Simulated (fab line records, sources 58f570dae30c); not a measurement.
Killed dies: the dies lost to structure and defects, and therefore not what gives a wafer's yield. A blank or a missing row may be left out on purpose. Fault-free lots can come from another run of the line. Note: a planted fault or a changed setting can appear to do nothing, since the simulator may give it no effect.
Check of tool commonality -- flow berkeleyCmos170 -- 48 wafers sampled across 14 lots

REASON IT WAS OPENED
2 of 14 lots carry a flag on the reading GATE_OXIDE_THK at UCB170_GATE_THK_MEAS_02. No-fault wafers: 6.63 nm, standard deviation 0.11.
Rule: flag the lot when none of its wafers has a number, or when each of its wafers that has one lies beyond 4 standard deviations from that mean. All remaining lots are regarded as sound.

lot,measured,on,"GATE_OXIDE_THK (nm), wafer by wafer",flag
L845,day 5 21:40,filmMetro-02,6.43 6.42 6.47,
L847,day 5 21:40,filmMetro-04,6.54 6.31 6.57,
L846,day 5 21:43,filmMetro-02,6.49 6.47 6.35,
L849,day 6 13:45,filmMetro-02,6.64 6.62 6.68,
L851,day 6 23:20,filmMetro-01,6.62 6.50 6.71,
L852,day 6 23:21,filmMetro-02,6.47 6.44 6.42,
L848,day 6 23:25,filmMetro-02,6.73 6.71 6.66,
L856,day 8 07:17,filmMetro-02,6.82 6.78 6.79,
L857,day 8 07:17,filmMetro-01,6.71 6.73 6.64,
L861,day 8 21:23,filmMetro-02,6.84 6.77 6.85,
L858,day 8 21:24,filmMetro-04,6.68 6.70 6.65,
L860,day 8 21:27,filmMetro-02,6.75 6.69 6.69,
L864,day 10 19:19,filmMetro-04,10.94 10.95 10.87 10.96 10.91 10.86,FLAGGED
L868,day 10 23:49,filmMetro-02,10.66 10.79 10.69 10.68 10.73 10.75,FLAGGED
The numbers of the flagged lots are 10.82 nm on average: +4.19 nm against the usual, or +38 standard deviations.

WHICH TOOL EACH LOT WENT THROUGH
The record holds 1 process step before the reading, out of a route of 331 steps. Each cell gives the tool, then ch followed by the chambers the sampled wafers passed through, then the start.
lot,flag,UCB170_GATE_OXIDATION_01
L845,,"furnace-03 ch 0, day 5 20:09"
L847,,"furnace-03 ch 0, day 5 20:09"
L846,,"furnace-03 ch 0, day 5 20:09"
L849,,"furnace-03 ch 0, day 6 12:15"
L851,,"furnace-02 ch 0, day 6 21:50"
L852,,"furnace-02 ch 0, day 6 21:50"
L848,,"furnace-02 ch 0, day 6 21:50"
L856,,"furnace-03 ch 0, day 8 05:47"
L857,,"furnace-03 ch 0, day 8 05:47"
L861,,"furnace-02 ch 0, day 8 19:53"
L858,,"furnace-02 ch 0, day 8 19:53"
L860,,"furnace-02 ch 0, day 8 19:53"
L864,FLAGGED,"furnace-03 ch 0, day 10 15:04"
L868,FLAGGED,"furnace-03 ch 0, day 10 20:25 and furnace-02 ch 0, day 10 22:19"
These steps, and what they do:
- UCB170_GATE_OXIDATION_01: target thk 6.6 nm, ox time 1800 s.
- UCB170_GATE_THK_MEAS_02

FLAGGED AGAINST TOTAL, ONE TOOL AT A TIME (gauges that did the reading follow at the end)
step,tool,lots run,flagged,share of the flagged lots,sound lots run after its first flagged lot
UCB170_GATE_OXIDATION_01,furnace-02,7,1,some,0
UCB170_GATE_OXIDATION_01,furnace-03,8,2,all,0
UCB170_GATE_THK_MEAS_02,filmMetro-01,2,0,none,-
UCB170_GATE_THK_MEAS_02,filmMetro-02,9,1,some,0
UCB170_GATE_THK_MEAS_02,filmMetro-04,3,1,some,0

WHAT IS ALLOWED BY THE TABLE
Rows of the table that ran each flagged lot: 1, that is furnace-03 at UCB170_GATE_OXIDATION_01.
- furnace-03 at UCB170_GATE_OXIDATION_01 ran 8 lots, 2 of them flagged. Its last sound lot is L856 (day 8 05:47), its first flagged lot L864 (day 10 15:04): a fault that began between those two fits.
Left over: one tool, furnace-03 at UCB170_GATE_OXIDATION_01.

WHAT THE SIMULATOR PUT IN
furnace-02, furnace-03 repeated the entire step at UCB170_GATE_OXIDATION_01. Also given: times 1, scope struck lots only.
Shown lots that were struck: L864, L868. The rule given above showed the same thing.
